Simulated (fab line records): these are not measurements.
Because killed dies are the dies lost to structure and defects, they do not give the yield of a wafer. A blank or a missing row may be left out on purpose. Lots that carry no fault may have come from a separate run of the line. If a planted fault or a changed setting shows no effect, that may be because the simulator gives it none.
fab line records -- flow rit-cmos
record lots=13, wafers=39, last-day=7
route steps=202 shown ACTIVE@1 NWELL@34 PWELL@48 M1@202
lots untouched by any fault: they come from a run of this same line in which no faults occurred
start-h: start of the lot's first displayed wafer, in hours after the record's first day -- wait-h: hours since the lot's step before -- " the same as in the row above -- L1.1+2: a single row standing in for several wafers -- - no value present, or no start provided -- * or withheld: withheld -- < > ~ a bound
route shown NAME@n: names a module that has steps shown in the file, with the first one's number in the route -- usual: mean/standard deviation taken from wafers without a fault -- same: alike in all rows -- chamber/n: place in a boat -- sites: each site's reading -- _std_site: how widely they spread, as a standard deviation -- _edge_site: mean of outer sites minus mean of inner sites -- radius-mm: for every site, how far away it sits from the centre of the wafer -- mask NAME#n: copy n -- behind: the last tool/chamber to shape the wafer -- hold: what put the lot on hold/how long, in hours/how the hold closed -- device: transistor that didn't switch, given as n, p or np -- end of line: at the end of the route, the tests of the same wafers -- a step given without rows: its recipe and nothing more -- killed: dies lost to structure and defects at the first sort, not the wafer's yield -- map: shows each die of a wafer: x if killed, . if not, _ if none is there
set.NAME: setting as actually run; set.NAME@STEP: the setting as run at that earlier step -- model.NAME: the simulator's own value behind a step, which no gauge read
one table for each step of the route and one row for each wafer, over a sample of lots
services: a tool's chamber out of use, with start hour (start-h, from the record's first day; less than 0 if before it), hours out, and reason
## steps
# step RIT_ACTIVE_BOW_MEAS_00
# recipe mode=bow
# usual INCOMING_BOW=0/6.9
lot.wafer,tool,chamber,start-h,wait-h,INCOMING_BOW[um]
L333.1,film-metro-01,-,20.00,-,-6
L333.5,film-metro-01,-,20.00,-,7
L333.6,film-metro-01,-,20.00,-,16
L334.1,film-metro-03,-,25.00,-,0
L334.2,film-metro-03,-,25.00,-,4
L334.3,film-metro-03,-,25.00,-,1
L335.1,film-metro-03,-,30.00,-,-3
L335.3,film-metro-03,-,30.00,-,8
L335.5,film-metro-03,-,30.00,-,16
L336.1,film-metro-03,-,35.00,-,0
L336.2,film-metro-03,-,35.00,-,-8
L336.4,film-metro-03,-,35.00,-,-8
L337.2,film-metro-04,-,40.02,-,3
L337.3,film-metro-04,-,40.02,-,-4
L337.5,film-metro-04,-,40.02,-,-6
L338.1,film-metro-04,-,45.00,-,-3
L338.3,film-metro-04,-,45.00,-,13
L338.4,film-metro-04,-,45.00,-,-2
L339.1,film-metro-03,-,50.00,-,-7
L339.2,film-metro-03,-,50.00,-,-2
L339.4,film-metro-03,-,50.00,-,-10
L341.4,film-metro-01,-,60.06,-,4
L341.5,film-metro-01,-,60.06,-,9
L341.6,film-metro-01,-,60.06,-,-6
L344.2,film-metro-01,-,75.02,-,-9
L344.4,film-metro-01,-,75.02,-,1
L344.5,film-metro-01,-,75.02,-,-8
L347.2,film-metro-01,-,90.02,-,-6
L347.4,film-metro-01,-,90.02,-,1
L347.5,film-metro-01,-,90.02,-,10
L348.1,film-metro-01,-,95.00,-,-7
L348.3,film-metro-01,-,95.00,-,11
L348.4,film-metro-01,-,95.00,-,5
L351.1,film-metro-03,-,110.00,-,-5
L351.3,film-metro-03,-,110.00,-,16
L351.4,film-metro-03,-,110.00,-,3
L352.1,film-metro-04,-,115.00,-,-1
L352.3,film-metro-04,-,115.00,-,2
L352.5,film-metro-04,-,115.00,-,2
# step RIT_ACTIVE_CVD_03
# recipe material=Si3N4, target-thk-nm=150, temp-c=810, precursor=SiH2Cl2/NH3, time-s=1500, pressure-mtorr=300, sih2cl2-flow-sccm=62.25, nh3-flow-sccm=150
lot.wafer,tool,chamber,start-h,wait-h
L333.1+5+6,lpcvd-02,1,22.56,0.1
L334.1+2+3,lpcvd-02,1,27.11,0.1
L335.1+3+5,lpcvd-02,1,32.11,0.1
L336.1+2+4,lpcvd-02,0,37.44,0.1
L337.2+3+5,lpcvd-01,1,43.50,0.0
L338.1+3+4,lpcvd-02,1,51.64,0.1
L339.1+2+4,lpcvd-02,0,55.14,0.1
L341.4+5+6,lpcvd-02,1,63.51,0.0
L344.2+4+5,lpcvd-01,0,77.66,0.0
L347.2+4+5,lpcvd-01,0,94.30,0.0
L348.1+3+4,lpcvd-01,1,98.21,0.2
L351.1+3+4,lpcvd-01,0,112.33,0.1
L352.1+3+5,lpcvd-01,0,118.65,0.6
# step RIT_ACTIVE_THK_MEAS_04
# recipe reads=Si3N4_of_ACTIVE_CVD_03
# usual ACTIVE_NITRIDE_THK=151.4/1.6
lot.wafer,tool,chamber,start-h,wait-h,ACTIVE_NITRIDE_THK[nm]
L333.1,film-metro-01,-,23.97,0.0,151.3
L333.5,film-metro-01,-,23.97,0.0,153.0
L333.6,film-metro-01,-,23.97,0.0,152.4
L334.1,film-metro-03,-,28.53,0.0,152.2
L334.2,film-metro-03,-,28.53,0.0,151.1
L334.3,film-metro-03,-,28.53,0.0,150.8
L335.1,film-metro-03,-,33.53,0.0,150.5
L335.3,film-metro-03,-,33.53,0.0,150.4
L335.5,film-metro-03,-,33.53,0.0,152.4
L336.1,film-metro-03,-,38.85,0.0,151.6
L336.2,film-metro-03,-,38.85,0.0,152.1
L336.4,film-metro-03,-,38.85,0.0,152.6
L337.2,film-metro-01,-,44.94,0.0,152.1
L337.3,film-metro-01,-,44.94,0.0,151.1
L337.5,film-metro-01,-,44.94,0.0,151.6
L338.1,film-metro-01,-,53.06,0.0,153.3
L338.3,film-metro-01,-,53.06,0.0,154.9
L338.4,film-metro-01,-,53.06,0.0,152.6
L339.1,film-metro-04,-,56.55,0.0,151.9
L339.2,film-metro-04,-,56.55,0.0,151.2
L339.4,film-metro-04,-,56.55,0.0,152.6
L341.4,film-metro-03,-,64.95,0.0,124.1
L341.5,film-metro-03,-,64.95,0.0,124.3
L341.6,film-metro-03,-,64.95,0.0,123.4
L344.2,film-metro-04,-,79.09,0.0,151.2
L344.4,film-metro-04,-,79.09,0.0,151.8
L344.5,film-metro-04,-,79.09,0.0,152.8
L347.2,film-metro-04,-,95.72,0.0,150.8
L347.4,film-metro-04,-,95.72,0.0,150.0
L347.5,film-metro-04,-,95.72,0.0,150.1
L348.1,film-metro-04,-,99.63,0.0,148.4
L348.3,film-metro-04,-,99.63,0.0,150.1
L348.4,film-metro-04,-,99.63,0.0,149.7
L351.1,film-metro-03,-,114.46,0.0,151.2
L351.3,film-metro-03,-,114.46,0.0,151.4
L351.4,film-metro-03,-,114.46,0.0,150.9
L352.1,film-metro-03,-,120.06,0.0,150.6
L352.3,film-metro-03,-,120.06,0.0,149.1
L352.5,film-metro-03,-,120.06,0.0,150.4
# step RIT_ACTIVE_ETCH_13
# recipe stop-on=SiO2, chemistry=SF6, target=Si3N4, time-s=210, over-etch-frac=0.4, SF6_flow_sccm=200, pressure-mtorr=260, rf-w=125, target-depth-a=2100
# usual SF6_flow_sccm=200.0/0.59, drypump-motor-current-A=6.0/0.47, oes-product-au=0.824/0.013, throttle-valve-pct=7.51/0.14
lot.wafer,tool,chamber,start-h,wait-h,SF6_flow_sccm,drypump-motor-current-A,oes-product-au,rf-hours-counter-h,throttle-valve-pct
L333.1,rie-diel-03,1,25.28,0.1,198.9,6.3,0.828,1,7.59
L333.5,rie-diel-03,3,25.28,0.1,200.2,5.5,0.845,-,7.72
L333.6,rie-diel-03,0,25.28,0.1,201.2,6.6,0.810,-,7.57
L334.1,rie-diel-04,1,29.71,0.1,199.9,5.9,0.826,2,7.52
L334.2,rie-diel-04,2,29.71,0.1,199.5,5.2,0.815,95,7.28
L334.3,rie-diel-04,0,29.71,0.1,199.9,6.5,0.813,3,7.64
L335.1,rie-diel-03,1,34.71,0.1,200.4,6.3,0.822,1,7.59
L335.3,rie-diel-03,2,34.71,0.1,200.6,6.0,0.838,72,7.34
L335.5,rie-diel-03,3,34.71,0.1,199.8,5.5,0.838,-,7.71
L336.1,rie-diel-04,0,40.16,0.1,200.2,6.5,0.810,3,7.66
L336.2,rie-diel-04,3,40.16,0.1,199.7,6.1,0.822,14,7.43
L336.4,rie-diel-04,1,40.16,0.1,200.2,5.9,0.832,3,7.51
L337.2,rie-diel-04,1,46.11,0.1,200.4,5.9,0.840,3,7.52
L337.3,rie-diel-04,3,46.11,0.1,199.8,6.1,0.822,14,7.40
L337.5,rie-diel-04,0,46.11,0.1,199.9,6.5,0.816,-,7.66
L338.1,rie-diel-04,1,54.36,0.1,200.9,5.9,0.826,3,7.53
L338.3,rie-diel-04,2,54.36,0.1,200.5,5.2,0.831,95,7.27
L338.4,rie-diel-04,0,54.36,0.1,199.2,6.4,0.818,3,7.66
L339.1,rie-diel-03,2,57.77,0.1,199.8,6.0,0.834,73,7.34
L339.2,rie-diel-03,1,57.77,0.1,200.2,6.3,0.821,2,7.59
L339.4,rie-diel-03,3,57.77,0.1,200.0,5.5,0.842,20,7.72
L341.4,rie-diel-03,3,66.10,0.1,200.8,5.5,0.759,20,7.69
L341.5,rie-diel-03,3,66.10,0.1,199.9,5.5,0.755,-,7.72
L341.6,rie-diel-03,2,66.10,0.1,200.4,6.0,0.762,-,7.33
L344.2,rie-diel-03,2,80.55,0.1,200.6,6.0,0.837,73,7.34
L344.4,rie-diel-03,1,80.55,0.1,199.4,6.3,0.837,2,7.59
L344.5,rie-diel-03,1,80.55,0.1,198.8,6.3,0.832,-,7.58
L347.2,rie-diel-04,1,97.18,0.1,201.0,5.9,0.827,3,7.50
L347.4,rie-diel-04,0,97.18,0.1,200.1,6.5,0.812,4,7.64
L347.5,rie-diel-04,3,97.18,0.1,199.1,6.1,0.814,-,7.43
L348.1,rie-diel-04,2,100.94,0.1,200.2,5.2,0.811,96,7.26
L348.3,rie-diel-04,3,100.94,0.1,200.8,6.1,0.815,15,7.41
L348.4,rie-diel-04,1,100.94,0.1,200.2,5.9,0.819,4,7.52
L351.1,rie-diel-04,0,115.76,0.1,199.5,6.5,0.820,4,7.67
L351.3,rie-diel-04,1,115.76,0.1,199.1,5.9,0.827,4,7.53
L351.4,rie-diel-04,3,115.76,0.1,200.6,6.1,0.815,15,7.43
L352.1,rie-diel-04,3,121.47,0.1,199.9,6.1,0.814,15,7.43
L352.3,rie-diel-04,1,121.47,0.1,199.3,5.9,0.828,4,7.53
L352.5,rie-diel-04,1,121.47,0.1,199.5,5.9,0.816,-,7.53
# step RIT_NWELL_OVL_MEAS_06
# usual NWELL_OVL=0.0/1.3
lot.wafer,tool,chamber,start-h,wait-h,NWELL_OVL[nm]
L333.1,overlay-01,-,31.01,-,4.0
L333.5,overlay-01,-,31.01,-,2.5
L333.6,overlay-01,-,31.01,-,2.1
L334.1,overlay-02,-,35.31,-,-0.6
L334.2,overlay-02,-,35.31,-,-0.4
L334.3,overlay-02,-,35.31,-,-1.7
L335.1,overlay-02,-,43.20,-,0.3
L335.3,overlay-02,-,43.20,-,-0.3
L335.5,overlay-02,-,43.20,-,-1.5
L336.1,overlay-02,-,51.53,-,0.3
L336.2,overlay-02,-,51.53,-,0.1
L336.4,overlay-02,-,51.53,-,2.1
L337.2,overlay-02,-,58.34,-,0.4
L337.3,overlay-02,-,58.34,-,2.1
L337.5,overlay-02,-,58.34,-,1.2
L338.1,overlay-02,-,64.65,-,-1.6
L338.3,overlay-02,-,64.65,-,-1.0
L338.4,overlay-02,-,64.65,-,-1.2
L339.1,overlay-01,-,66.52,-,-0.4
L339.2,overlay-01,-,66.52,-,0.0
L339.4,overlay-01,-,66.52,-,0.0
L341.4,overlay-02,-,71.71,-,-2.1
L341.5,overlay-02,-,71.71,-,-2.7
L341.6,overlay-02,-,71.71,-,-2.3
L344.2,overlay-02,-,87.03,-,-1.6
L344.4,overlay-02,-,87.03,-,-2.0
L344.5,overlay-02,-,87.03,-,-1.8
L347.2,overlay-01,-,102.60,-,-1.3
L347.4,overlay-01,-,102.60,-,-2.4
L347.5,overlay-01,-,102.60,-,-3.1
L348.1,overlay-02,-,108.63,-,1.1
L348.3,overlay-02,-,108.63,-,0.5
L348.4,overlay-02,-,108.63,-,-0.5
L351.1,overlay-01,-,123.03,-,-0.4
L351.3,overlay-01,-,123.03,-,0.7
L351.4,overlay-01,-,123.03,-,-0.1
L352.1,overlay-02,-,127.12,-,-1.7
L352.3,overlay-02,-,127.12,-,-1.5
L352.5,overlay-02,-,127.12,-,0.1
# step RIT_PWELL_STRIP_09
# recipe chemistry=O2, time-s=180, resist=NOVOLAK, platen-temp-c=withheld, power-w=500, pressure-mtorr=4000, o2-flow-sccm=4000
# usual drypump-motor-current-A=5.9/0.4
lot.wafer,tool,chamber,start-h,wait-h,drypump-motor-current-A,rf-hours-counter-h
L333.1,plasma-asher-03,1,33.12,0.1,5.5,25
L333.5,plasma-asher-03,0,33.12,0.1,5.5,-
L333.6,plasma-asher-03,1,33.12,0.1,5.5,-
L334.1,plasma-asher-03,1,37.30,0.1,5.5,26
L334.2,plasma-asher-03,0,37.30,0.1,5.5,26
L334.3,plasma-asher-03,0,37.30,0.1,5.5,-
L335.1,plasma-asher-02,1,45.19,0.1,6.5,40
L335.3,plasma-asher-02,1,45.19,0.1,6.5,-
L335.5,plasma-asher-02,1,45.19,0.1,6.6,-
L336.1,plasma-asher-04,1,53.52,0.1,5.8,42
L336.2,plasma-asher-04,0,53.52,0.1,6.1,42
L336.4,plasma-asher-04,0,53.52,0.1,6.0,-
L337.2,plasma-asher-04,0,60.32,0.1,6.0,43
L337.3,plasma-asher-04,0,60.32,0.1,6.0,-
L337.5,plasma-asher-04,0,60.32,0.1,6.0,-
L338.1,plasma-asher-04,1,66.76,0.1,5.8,43
L338.3,plasma-asher-04,0,66.76,0.1,6.0,-
L338.4,plasma-asher-04,1,66.76,0.1,5.8,-
L339.1,plasma-asher-02,1,68.60,0.1,6.5,42
L339.2,plasma-asher-02,0,68.60,0.1,5.7,42
L339.4,plasma-asher-02,1,68.60,0.1,6.5,-
L341.4,plasma-asher-03,1,73.74,0.1,5.5,-
L341.5,plasma-asher-03,0,73.74,0.1,5.6,-
L341.6,plasma-asher-03,1,73.74,0.1,5.5,-
L344.2,plasma-asher-03,0,89.01,0.1,5.5,31
L344.4,plasma-asher-03,0,89.01,0.1,5.5,-
L344.5,plasma-asher-03,0,89.01,0.1,5.6,-
L347.2,plasma-asher-02,0,104.77,0.1,5.7,46
L347.4,plasma-asher-02,1,104.77,0.1,6.5,-
L347.5,plasma-asher-02,1,104.77,0.1,6.6,-
L348.1,plasma-asher-04,1,110.61,0.1,5.8,48
L348.3,plasma-asher-04,0,110.61,0.1,6.0,-
L348.4,plasma-asher-04,1,110.61,0.1,5.8,-
L351.1,plasma-asher-02,1,125.17,0.1,6.5,49
L351.3,plasma-asher-02,0,125.17,0.1,5.6,-
L351.4,plasma-asher-02,1,125.17,0.1,6.5,-
L352.1,plasma-asher-02,0,129.25,0.1,5.6,50
L352.3,plasma-asher-02,0,129.25,0.1,5.7,-
L352.5,plasma-asher-02,1,129.25,0.1,6.5,-
# step RIT_M1_PROBE_99
# usual killed-at-contacts=0.0/0.2, killed-at-front-end=6.8/3, killed-dies=6.9/3, killed-open=3.3/1.9, killed-short=3.6/1.9
# same gross-dies=264, killed_at_M0_to_M3=0, killed_at_M4_up=0, killed-at-back-side=0, killed-at-other=0
lot.wafer,tool,chamber,start-h,wait-h,killed-at-contacts,killed-at-front-end,killed-dies,killed-open,killed-short
L333.1,prober-02,-,78.70,0.1,0,7,7,2,5
L333.5,prober-02,-,78.90,0.2,0,4,4,0,4
L333.6,prober-02,-,78.95,0.2,0,6,6,3,3
L334.1,prober-01,-,80.70,0.1,0,8,8,4,4
L334.2,prober-01,-,80.75,0.1,0,6,6,3,3
L334.3,prober-01,-,80.80,0.2,0,8,8,1,7
L335.1,prober-02,-,89.00,0.1,0,6,6,2,4
L335.3,prober-02,-,89.10,0.2,0,6,6,3,3
L335.5,prober-02,-,89.20,0.2,0,3,3,2,1
L336.1,prober-01,-,94.95,0.1,0,10,10,7,3
L336.2,prober-01,-,95.00,0.1,0,8,8,3,5
L336.4,prober-01,-,95.10,0.2,0,5,5,1,4
L337.2,prober-02,-,102.20,0.1,0,2,2,0,2
L337.3,prober-02,-,102.25,0.2,0,2,2,1,1
L337.5,prober-02,-,102.35,0.2,0,4,4,2,2
L339.1,prober-01,-,104.03,0.1,0,15,15,5,10
L339.2,prober-01,-,104.08,0.1,0,9,9,3,6
L339.4,prober-01,-,104.18,0.2,0,11,11,9,2
L338.1,prober-02,-,105.53,0.1,0,9,9,4,5
L338.3,prober-02,-,105.63,0.2,0,10,10,6,4
L338.4,prober-02,-,105.68,0.2,0,14,14,7,7
L341.4,prober-02,-,113.29,0.2,0,13,13,7,6
L341.5,prober-02,-,113.34,0.2,0,12,12,5,7
L341.6,prober-02,-,113.39,0.2,0,13,13,6,7
L344.2,prober-01,-,128.32,0.1,0,11,11,5,6
L344.4,prober-01,-,128.42,0.2,0,7,7,4,3
L344.5,prober-01,-,128.47,0.2,0,9,9,5,4
L347.2,prober-02,-,140.30,0.1,1,8,9,5,4
L347.4,prober-02,-,140.40,0.2,0,8,8,3,5
L347.5,prober-02,-,140.45,0.2,0,6,6,5,1
L348.1,prober-01,-,146.11,0.1,0,9,9,5,4
L348.3,prober-01,-,146.21,0.2,0,6,6,3,3
L348.4,prober-01,-,146.26,0.2,0,7,7,3,4
L351.1,prober-02,-,164.59,0.1,0,5,5,2,3
L351.3,prober-02,-,164.69,0.2,0,5,5,1,4
L351.4,prober-02,-,164.74,0.2,0,4,4,4,0
L352.1,prober-01,-,166.13,0.1,0,6,6,1,5
L352.3,prober-01,-,166.23,0.2,0,8,8,4,4
L352.5,prober-01,-,166.33,0.2,0,3,3,2,1
# killed by level:class
L333.1 GATE:geometric-particle:short=4 REOX:geometric-particle:open=1 SPACER:geometric-particle:short=1 SILICIDE:geometric-particle:open=1
L333.5 SPACER:geometric-particle:short=2 FOX2:geometric-particle:short=1 REOX:geometric-particle:short=1
L333.6 GATE:geometric-particle:open=3 SPACER:geometric-particle:short=2 GATE:geometric-particle:short=1
L334.1 GATE:geometric-particle:short=3 GATE:geometric-particle:open=2 SILICIDE:geometric-particle:open=2 FOX1:geometric-particle:short=1
L334.2 GATE:geometric-particle:short=2 SILICIDE:geometric-particle:open=2 GATE:geometric-particle:open=1 SILICIDE:geometric-particle:short=1
L334.3 FOX1:geometric-particle:short=4 SILICIDE:geometric-particle:short=2 GATE:geometric-particle:open=1 SPACER:geometric-particle:short=1
L335.1 GATE:geometric-particle:short=2 FOX1:geometric-particle:open=1 FOX1:geometric-particle:short=1 GATE:geometric-particle:open=1 SILICIDE:geometric-particle:short=1
L335.3 SILICIDE:geometric-particle:short=2 FOX1:geometric-particle:open=1 REOX:geometric-particle:open=1 SPACER:geometric-particle:short=1 SILICIDE:geometric-particle:open=1
L335.5 FOX1:geometric-particle:open=1 GATE:geometric-particle:open=1 GATE:geometric-particle:short=1
L336.1 GATE:geometric-particle:open=6 GATE:geometric-particle:short=2 FOX2:geometric-particle:short=1 SILICIDE:geometric-particle:open=1
L336.2 GATE:geometric-particle:short=2 GATE:geometric-particle:open=2 FOX1:geometric-particle:short=1 SPACER:geometric-particle:short=1 SILICIDE:geometric-particle:open=1 SILICIDE:geometric-particle:short=1
L336.4 FOX1:geometric-particle:short=1 GATE:geometric-particle:open=1 GATE:geometric-particle:short=1 REOX:geometric-particle:short=1 SPACER:geometric-particle:short=1
L337.2 FOX2:geometric-particle:short=1 SILICIDE:geometric-particle:short=1
L337.3 FOX2:geometric-particle:open=1 GATE:geometric-particle:short=1
L337.5 REOX:geometric-particle:short=2 GATE:geometric-particle:open=1 REOX:geometric-particle:open=1
L339.1 FOX1:geometric-particle:short=4 GATE:geometric-particle:short=4 GATE:geometric-particle:open=3 FOX1:geometric-particle:open=1 REOX:geometric-particle:short=1 SPACER:geometric-particle:open=1 SPACER:geometric-particle:short=1
L339.2 FOX1:geometric-particle:short=2 SILICIDE:geometric-particle:short=2 FOX1:geometric-particle:open=1 GATE:geometric-particle:open=1 GATE:geometric-particle:short=1 SPACER:geometric-particle:open=1 SPACER:geometric-particle:short=1
L339.4 FOX1:geometric-particle:open=2 GATE:geometric-particle:open=2 REOX:geometric-particle:open=2 SILICIDE:geometric-particle:open=2 REOX:geometric-particle:short=1 SPACER:geometric-particle:short=1 SPACER:geometric-particle:open=1
L338.1 SPACER:geometric-particle:open=3 FOX1:geometric-particle:short=2 GATE:geometric-particle:short=2 FOX2:geometric-particle:open=1 SILICIDE:geometric-particle:short=1
L338.3 SPACER:geometric-particle:short=4 FOX1:geometric-particle:open=2 SPACER:geometric-particle:open=2 FOX2:geometric-particle:open=1 SILICIDE:geometric-particle:open=1
L338.4 FOX1:geometric-particle:open=3 FOX1:geometric-particle:short=2 SPACER:geometric-particle:open=2 SPACER:geometric-particle:short=2 SILICIDE:geometric-particle:short=2 FOX2:geometric-particle:short=1 GATE:geometric-particle:open=1 SILICIDE:geometric-particle:open=1
L341.4 GATE:geometric-particle:open=3 ACTIVE:geometric-particle:short=1 FOX2:geometric-particle:open=1 FOX2:geometric-particle:short=1 GATE:geometric-particle:short=1 REOX:geometric-particle:open=1 REOX:geometric-particle:short=1 SPACER:geometric-particle:short=1
L341.5 GATE:geometric-particle:open=4 FOX2:geometric-particle:short=3 FOX1:geometric-particle:short=2 REOX:geometric-particle:open=1 GATE:geometric-particle:short=1 REOX:geometric-particle:short=1
L341.6 FOX2:geometric-particle:open=5 GATE:geometric-particle:short=4 SPACER:geometric-particle:short=3 SPACER:geometric-particle:open=1
L344.2 GATE:geometric-particle:short=3 FOX2:geometric-particle:short=2 REOX:geometric-particle:open=2 FOX1:geometric-particle:short=1 FOX1:geometric-particle:open=1 FOX2:geometric-particle:open=1 GATE:geometric-particle:open=1
L344.4 FOX2:geometric-particle:open=2 GATE:geometric-particle:short=2 FOX1:geometric-particle:open=1 FOX1:geometric-particle:short=1 GATE:geometric-particle:open=1
L344.5 GATE:geometric-particle:short=3 GATE:geometric-particle:open=2 FOX2:geometric-particle:short=1 FOX2:geometric-particle:open=1 REOX:geometric-particle:open=1 SPACER:geometric-particle:open=1
L347.2 SPACER:geometric-particle:open=3 GATE:geometric-particle:short=2 REOX:geometric-particle:open=1 REOX:geometric-particle:short=1 SPACER:geometric-particle:short=1 CONTACT:geometric-particle:open=1
L347.4 GATE:geometric-particle:short=2 SPACER:geometric-particle:open=2 FOX1:geometric-particle:short=1 GATE:geometric-particle:open=1 SILICIDE:geometric-particle:short=1 SPACER:geometric-particle:short=1
L347.5 GATE:geometric-particle:open=2 REOX:geometric-particle:open=2 REOX:geometric-particle:short=1 SILICIDE:geometric-particle:open=1
L348.1 GATE:geometric-particle:short=2 GATE:geometric-particle:open=2 FOX1:geometric-particle:short=1 FOX1:geometric-particle:open=1 REOX:geometric-particle:open=1 SPACER:geometric-particle:short=1 SPACER:geometric-particle:open=1
L348.3 REOX:geometric-particle:open=2 GATE:geometric-particle:short=1 REOX:geometric-particle:short=1 SPACER:geometric-particle:open=1 SPACER:geometric-particle:short=1
L348.4 GATE:geometric-particle:short=3 REOX:geometric-particle:open=2 FOX1:geometric-particle:short=1 SPACER:geometric-particle:open=1
L351.1 REOX:geometric-particle:short=2 REOX:geometric-particle:open=1 SPACER:geometric-particle:short=1 SPACER:geometric-particle:open=1
L351.3 FOX2:geometric-particle:open=1 FOX2:geometric-particle:short=1 REOX:geometric-particle:short=1 SPACER:geometric-particle:short=1 SILICIDE:geometric-particle:short=1
L351.4 GATE:geometric-particle:open=2 ACTIVE:geometric-particle:open=1 SPACER:geometric-particle:open=1
L352.1 FOX1:geometric-particle:short=3 GATE:geometric-particle:short=2 SILICIDE:geometric-particle:open=1
L352.3 GATE:geometric-particle:short=3 GATE:geometric-particle:open=2 REOX:geometric-particle:open=1 REOX:geometric-particle:short=1 SILICIDE:geometric-particle:open=1
L352.5 GATE:geometric-particle:short=1 REOX:geometric-particle:open=1 SPACER:geometric-particle:open=1
## services
tool,chamber,start-h,hours,kind
rie-diel-04,-,5.63,14.6,pm
rie-diel-03,3,13.76,4.6,repair
plasma-asher-03,-,16.05,4.5,repair
plasma-asher-04,-,46.25,2.0,repair
## key
first-sign step=RIT_ACTIVE_THK_MEAS_04, reading=ACTIVE_NITRIDE_THK, direction=down, sigmas=17, usual=151.4, struck=123.9
effect step=RIT_ACTIVE_ETCH_13, reading=oes-product-au, direction=down, sigmas=4.9, usual=0.824, struck=0.759
met-at RIT_ACTIVE_CVD_03
struck-lots L341
struck-wafers L341.4,L341.5,L341.6
tester-left-out L341
not-acting-at RIT_ACTIVE_BOW_MEAS_00,RIT_NWELL_OVL_MEAS_06,RIT_PWELL_STRIP_09
onset-between 51.64 63.51
fault kind=process-parameter-drift, tool=lpcvd-02, chamber=1, onset-h=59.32, steps=RIT_ACTIVE_CVD_03, channel=target-thk-nm, offset=-30, shape=step, end-h=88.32, acts-in=these-recipes-only, stated=150
# tester-left-out: of these lots the tester's yield and bins aren't shown, on N5 and GAA mostly nor the transistor test; their killed dies are dies lost to structure and defects alone, not to doping, threshold or leakage, so they don't give the yield
